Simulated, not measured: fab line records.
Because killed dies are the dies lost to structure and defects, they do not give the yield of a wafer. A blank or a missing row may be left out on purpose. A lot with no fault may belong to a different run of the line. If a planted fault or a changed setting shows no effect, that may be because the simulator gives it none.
Which of the tools did it? / flow berkeleyCmos170 / 16 lots with 48 wafers sampled at 2 steps, on a route of 331 steps

== WHAT EACH GAUGE READ, for each wafer ==
UCB170_GATE_OVL_MEAS_13.
lot=L336; measured=day 5 23:56; on=overlay-01; GATE_OVL (nm)=12 11 7
lot=L335; measured=day 6 00:07; on=overlay-01; GATE_OVL (nm)=-3 -2 2
lot=L338; measured=day 6 06:12; on=overlay-02; GATE_OVL (nm)=-8 -3 -3
lot=L337; measured=day 6 06:26; on=overlay-02; GATE_OVL (nm)=1 5 10
lot=L339; measured=day 6 13:35; on=overlay-01; GATE_OVL (nm)=-1 3 -5
lot=L340; measured=day 6 13:47; on=overlay-02; GATE_OVL (nm)=9 9 8
lot=L341; measured=day 6 14:01; on=overlay-01; GATE_OVL (nm)=-2 -2 -5
lot=L343; measured=day 7 07:50; on=overlay-02; GATE_OVL (nm)=11 14 17
lot=L342; measured=day 7 08:05; on=overlay-02; GATE_OVL (nm)=7 8 8
lot=L345; measured=day 8 02:41; on=overlay-01; GATE_OVL (nm)=-133 -130 -128
lot=L348; measured=day 8 11:19; on=overlay-01; GATE_OVL (nm)=11 8 8
lot=L347; measured=day 8 11:27; on=overlay-01; GATE_OVL (nm)=-126 -121 -129
lot=L349; measured=day 9 05:42; on=overlay-02; GATE_OVL (nm)=-135 -134 -135
lot=L350; measured=day 9 05:59; on=overlay-02; GATE_OVL (nm)=-120 -120 -130
lot=L352; measured=day 9 10:52; on=overlay-01; GATE_OVL (nm)=8 -4 7
lot=L355; measured=day 10 05:41; on=overlay-02; GATE_OVL (nm)=14 10 13

== TOOL THAT RAN EACH LOT (tool first, then ch and the chambers of the sampled wafers, then the start) ==
lot=L336; UCB170_GATE_EXPOSE_09=krfScanner-02 ch 0, day 5 22:56
lot=L335; UCB170_GATE_EXPOSE_09=krfScanner-02 ch 0, day 5 23:01
lot=L338; UCB170_GATE_EXPOSE_09=krfScanner-01 ch 0, day 6 05:41
lot=L337; UCB170_GATE_EXPOSE_09=krfScanner-02 ch 0, day 6 05:56
lot=L339; UCB170_GATE_EXPOSE_09=krfScanner-01 ch 0, day 6 13:03
lot=L340; UCB170_GATE_EXPOSE_09=krfScanner-02 ch 0, day 6 13:16
lot=L341; UCB170_GATE_EXPOSE_09=krfScanner-01 ch 0, day 6 13:31
lot=L343; UCB170_GATE_EXPOSE_09=krfScanner-02 ch 0, day 7 07:20
lot=L342; UCB170_GATE_EXPOSE_09=krfScanner-01 ch 0, day 7 07:34
lot=L345; UCB170_GATE_EXPOSE_09=krfScanner-01 ch 0, day 8 02:10
lot=L348; UCB170_GATE_EXPOSE_09=krfScanner-02 ch 0, day 8 10:39
lot=L347; UCB170_GATE_EXPOSE_09=krfScanner-01 ch 0, day 8 10:55
lot=L349; UCB170_GATE_EXPOSE_09=krfScanner-01 ch 0, day 9 04:56
lot=L350; UCB170_GATE_EXPOSE_09=krfScanner-01 ch 0, day 9 05:27
lot=L352; UCB170_GATE_EXPOSE_09=krfScanner-02 ch 0, day 9 10:17
lot=L355; UCB170_GATE_EXPOSE_09=krfScanner-02 ch 0, day 10 05:11
- UCB170_GATE_EXPOSE_09: exposes mask POLY, target cd 350 nm.

== WHAT THE TOOLS THEMSELVES READ (means of the sampled wafers that have a number; where no wafer has one, the mark that the record gives instead) ==
The record holds no such reading with a usual standard deviation.

== THE ANSWER, worked out from the rows above alone ==
Rule: usual is defined by the lots themselves. The widest of any qualifying gaps counts: lots, ordered by their means at a reading, are off when they make up no more than a third of the lots, leave a main group of 4 or more, and stand apart from it by 3 or more times the standard deviation of that group's means. A main group whose means are all the same, to the digits that the tables above print for the reading, isn't used. Also off: a lot with no number at a reading for which 4 or more lots have one. Any other lot the step has rows for is counted as sound. Order of review: gauges by route order, followed by the tools' own readings, for which a lot's mean as printed above is used. At the first step where some lot is off, the reading lying furthest off is the one used; lots without a number count as furthest.
Off: at UCB170_GATE_OVL_MEAS_13 (GATE_OVL), L345, L347, L349, L350. The main group has a mean of 5 nm with a standard deviation of 6.
A tool fits if, at a process step before that reading, it ran every lot that is off, and no sound lot after the first of them. Those tools and the gauges at UCB170_GATE_OVL_MEAS_13 are tried in the same way. One fits: UCB170_GATE_EXPOSE_09 on krfScanner-01. Its last sound lot is L342 (day 7 07:34), its first lot that is off L345 (day 8 02:10): a fault that began between those two fits.

== WHAT HAD BEEN PUT IN BY THE SIMULATOR ==
Scanner matching overlay: krfScanner-01, from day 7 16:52 on, at UCB170_GATE_EXPOSE_09. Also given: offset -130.
Shown lots that were struck: L345, L347, L349, L350. The rule given above showed the same thing.
